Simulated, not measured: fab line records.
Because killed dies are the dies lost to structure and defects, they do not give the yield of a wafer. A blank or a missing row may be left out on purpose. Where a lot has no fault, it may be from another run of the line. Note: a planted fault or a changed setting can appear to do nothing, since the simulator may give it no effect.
Split-lot study + flow berkeleyCmos170 + 23 wafers read across 5 lots, on a route 331 steps long

== THE SPLIT ITSELF ==
At UCB170_PLDD_COAT_01 (resist thk 900 nm), the setting spinRpm was moved away from the recipe's 1500 rpm on 8 of the 23 wafers read, by -4.5% to +3.7%. For the rest of the wafers, this setting stayed at what the recipe calls for.

The split's own step is where the reading is taken.

== THE READING ==
KrF_of_PLDD_COAT_01.thkNm (the simulator's own value, which no gauge read), in nm, at UCB170_PLDD_COAT_01 (resist thk 900 nm). There is no usual value for it anywhere in the file. The 15 wafers here that ran the recipe average 899.7 nm, standard deviation 2 nm.

| wafer  | tool, chamber at the split | spinRpm as run, rpm | against the recipe | KrF_of_PLDD_COAT_01.thkNm, nm | against lot-mates on the recipe |
|--------|----------------------------|---------------------|--------------------|-------------------------------|---------------------------------|
| L075.1 | lithoTrack-01, 0           | 1500                | recipe             | 898.6                         | -                               |
| L075.2 | lithoTrack-01, 0           | 1555                | +3.7%              | 881.8                         | -16.7                           |
| L075.3 | lithoTrack-01, 0           | 1555                | +3.7%              | 882.3                         | -16.2                           |
| L075.4 | lithoTrack-01, 0           | 1555                | +3.7%              | 883.6                         | -14.9                           |
| L075.5 | lithoTrack-01, 0           | 1500                | recipe             | 898.3                         | -                               |
| L076.1 | lithoTrack-01, 0           | 1531                | +2.1%              | 891.1                         | -8.2                            |
| L076.3 | lithoTrack-01, 0           | 1531                | +2.1%              | 891.9                         | -7.5                            |
| L076.4 | lithoTrack-01, 0           | 1500                | recipe             | 900                           | -                               |
| L076.5 | lithoTrack-01, 0           | 1531                | +2.1%              | 888.4                         | -11.0                           |
| L076.6 | lithoTrack-01, 0           | 1500                | recipe             | 898.7                         | -                               |
| L078.1 | lithoTrack-04, 0           | 1500                | recipe             | 899.8                         | -                               |
| L078.3 | lithoTrack-04, 0           | 1500                | recipe             | 901.6                         | -                               |
| L078.5 | lithoTrack-04, 0           | 1500                | recipe             | 898                           | -                               |
| L079.1 | lithoTrack-04, 0           | 1500                | recipe             | 897.9                         | -                               |
| L079.2 | lithoTrack-04, 0           | 1500                | recipe             | 898.2                         | -                               |
| L079.3 | lithoTrack-04, 0           | 1500                | recipe             | 895.1                         | -                               |
| L079.5 | lithoTrack-04, 0           | 1432                | -4.5%              | 922.9                         | +25.8                           |
| L079.6 | lithoTrack-04, 0           | 1432                | -4.5%              | 923.9                         | +26.8                           |
| L082.1 | lithoTrack-01, 0           | 1500                | recipe             | 902.4                         | -                               |
| L082.2 | lithoTrack-01, 0           | 1500                | recipe             | 901.3                         | -                               |
| L082.3 | lithoTrack-01, 0           | 1500                | recipe             | 902.2                         | -                               |
| L082.4 | lithoTrack-01, 0           | 1500                | recipe             | 902.1                         | -                               |
| L082.6 | lithoTrack-01, 0           | 1500                | recipe             | 901.6                         | -                               |

FIT RESULTS
A straight line over all 23 wafers: KrF_of_PLDD_COAT_01.thkNm changes by -4.92 nm for each +1% of spinRpm; r = -0.98; the points scatter about the line by 1.9 nm.
The same after taking each lot's own level away (the mean of its wafers on the recipe; 23 wafers): -5.04 nm for each +1%; r = -0.99; scatter 1.7 nm.
According to that fit, moving spinRpm by its largest amount changes the reading by 23 nm.
Across the lots, their own levels run from 897.07 to 901.92 nm, a range of 2.4 times the standard deviation given above.
The two slopes are in agreement: the lot-to-lot level therefore moves the slope only a little.
Check: +22.8 nm against its lot-mates is what the line predicts for one of the wafers moved furthest among these (-4.5%) when that wafer is left out of the fit. Against them it came out at +25.8 nm.

== OTHER SPLITS ON THESE WAFERS ==
These wafers also went through other splits before the reading. Each is held against what the fit with the lots' levels taken away leaves over:
| other split on the same wafers | wafers away from the commonest value | r with KrF_of_PLDD_COAT_01.thkNm (lot level and that fit taken away) |
|--------------------------------|--------------------------------------|----------------------------------------------------------------------|
| UCB170_GATE_EXPOSE_09 doseMj   | 7                                    | +0.28                                                                |
| UCB170_GATE_ETCH_14 biasW      | 5                                    | +0.20                                                                |

== THE WHOLE CHAIN: every reading that the file lists as answering this split, in the file's order ==
| step                 | what it does      | reading                                                                    | change (the file's fit)              | r (the file's) |
|----------------------|-------------------|----------------------------------------------------------------------------|--------------------------------------|----------------|
| UCB170_PLDD_COAT_01  | resist thk 900 nm | KrF_of_PLDD_COAT_01.thkNm (the simulator's own value, which no gauge read) | -5.13 nm for each +1% of the setting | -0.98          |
| UCB170_PLDD_STRIP_10 | strips in O2      | stripTimeToEndpointS                                                       | withheld for each +1% of the setting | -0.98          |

== FILE'S OWN FIT ==
KrF_of_PLDD_COAT_01.thkNm changes by -5.13 nm for each +1% of spinRpm, r = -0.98.
